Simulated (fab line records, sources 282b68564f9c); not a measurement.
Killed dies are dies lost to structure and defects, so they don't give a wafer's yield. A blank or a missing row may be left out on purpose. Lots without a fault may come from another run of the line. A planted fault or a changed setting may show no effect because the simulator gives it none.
A struck lot beside a sound one | flow rit_cmos | 19 steps out of a route of 202
Sound: wafers L245.2, L245.4, L245.5. Struck: wafers L254.1, L254.3, L254.5. The cause comes at the end.
At each step with rows: each side's tool, then ch and its chambers, then its first start. Under that, the readings that differ: sound wafers | struck wafers | difference of the means | sigmas: that difference in standard deviations of wafers without a fault.
alike: readings whose means differ by less than 2 such deviations, and words and numbers that are the same on both sides. not compared: withheld readings, readings that some wafer has no value for, bounds like >300 that may hide the same value, and numbers for which the record gives no deviation and whose values overlap.
The two part at a step that has a row with sigmas, a row that says differs or no value, or rows on one side only. Numbers that don't overlap but have no deviation are shown without sigmas and don't part them. A reading that every wafer of one side lacks parts them only if that side has two wafers or more.

first, 1 step without rows for these wafers: RIT_GATE_CLEAN_04 (cleans in dHF, time 60 s).
RIT_FOX2_THK_MEAS_91:
  sound on film_metro-01, day 2 21:16; struck on film_metro-01, day 4 14:23
  alike: FIELD_OXIDE_LEFT_2_THK
then, 2 steps without rows for these wafers: RIT_GATE_OXIDATION_05 (target thk 3 nm, ox time 270 s); RIT_GATE_ANNEAL_06 (time 600 s).
RIT_GATE_THK_MEAS_07:
  sound on film_metro-01, day 3 00:43; struck on film_metro-04, day 4 15:46
  alike: GATE_OXIDE_THK
then, 1 step without rows for these wafers: RIT_GATE_CVD_08 (deposits poly-Si from SiH4, target thk 250 nm, time 2220 s).
RIT_GATE_THK_MEAS_09:
  sound on film_metro-01, day 3 02:23; struck on film_metro-01, day 4 18:08
  alike: GATE_POLY_THK
then, 5 steps without rows for these wafers: RIT_GATE_HMDS_10 (prime time 60 s); RIT_GATE_COAT_11 (resist thk 850 nm); RIT_GATE_SOFTBAKE_12 (time 60 s); RIT_GATE_EXPOSE_13 (exposes mask M6, target cd 150 nm); RIT_GATE_PEB_14.
RIT_GATE_DEVELOP_15: develop time 50 s.
  sound on litho_track-04 ch 0, day 3 03:00; struck on litho_track-04 ch 0, day 4 19:00
  reading              | sound             | struck            | difference | sigmas
  developer_temp_C (C) | 22.84 22.99 23.06 | 20.66 20.65 20.76 | -2.27      | -19
RIT_GATE_CD_MEAS_16: target cd 150 nm.
  sound on cd_sem-01, day 3 03:19; struck on cd_sem-01, day 4 19:10
  reading    | sound             | struck            | difference | sigmas
  cd_nm (nm) | 149.5 147.5 150.0 | 135.5 138.4 134.8 | -12.8      | -5
RIT_GATE_OVL_MEAS_17:
  sound on overlay-01, day 3 03:25; struck on overlay-02, day 4 19:17
  alike: GATE_OVL
then, 1 step without rows for these wafers: RIT_GATE_HARDBAKE_18 (time 60 s).
RIT_GATE_ETCH_19: etches poly-Si in SF6/CHF3/O2, stops on SiO2, time 168.1 s, target depth 312.5 nm.
  sound on rie_si-01 ch 0,3, day 3 03:38; struck on rie_si-02 ch 0,2,3, day 4 19:29
  reading               | sound             | struck            | difference | sigmas
  model.GATE.cd_nm (nm) | 149.5 147.2 149.9 | 135.3 138.4 134.8 | -12.7      |
  alike: SF6_flow_sccm, drypump_motor_current_A, oes_product_au, throttle_valve_pct
  not compared: rf_hours_counter_h
RIT_GATE_STRIP_20: strips in O2, time 180 s.
  sound on plasma_asher-02 ch 0,1, day 3 03:45; struck on plasma_asher-01 ch 0,1, day 4 19:35
  alike: drypump_motor_current_A
  not compared: rf_hours_counter_h
RIT_M1_PROBE_99:
  sound on prober-01, day 4 02:05; struck on prober-02, day 5 16:16
  reading                            | sound             | struck            | difference | sigmas
  killed_at_contacts                 | 0 0 1             | 1 1 1             | +1         | +2
  model.etest.pmos_0p3.r_on_ohm_um   | 6236 6252 6269    | 6067 6088 6047    | -185       |
  model.etest.pmos_0p15.r_on_ohm_um  | 2680 2639 2743    | 2447 2526 2451    | -213       |
  model.etest.nmos_0p15.r_on_ohm_um  | 1081 1109 1127    | 1022 1021 993.2   | -94        |
  model.etest.nmos_0p3.r_on_ohm_um   | 2128 2138 2135    | 2073 2053 2054    | -74        |
  model.etest.nmos_0p15.drive_ua_um  | 478.1 482.6 477.4 | 540.4 520.7 536.2 | +53.1      |
  model.etest.pmos_0p15.drive_ua_um  | 261.2 267.9 260.2 | 296.5 278.8 291   | +25.7      |
  model.etest.npoly_line.line_ohm_um | 166.7 171 167.4   | 200.9 194.7 205.3 | +31.9      |
  alike: killed_at_front_end, killed_dies, killed_open, killed_short
  not compared: model.etest.pmos_turned.r_on_ohm_um

WHERE THEY PART
First at RIT_GATE_DEVELOP_15; last, within this record, at RIT_M1_PROBE_99.

WHY: what the simulator had put in
Process parameter drift: litho_track-04, from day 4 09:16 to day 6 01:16, at RIT_GATE_DEVELOP_15. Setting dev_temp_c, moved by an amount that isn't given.
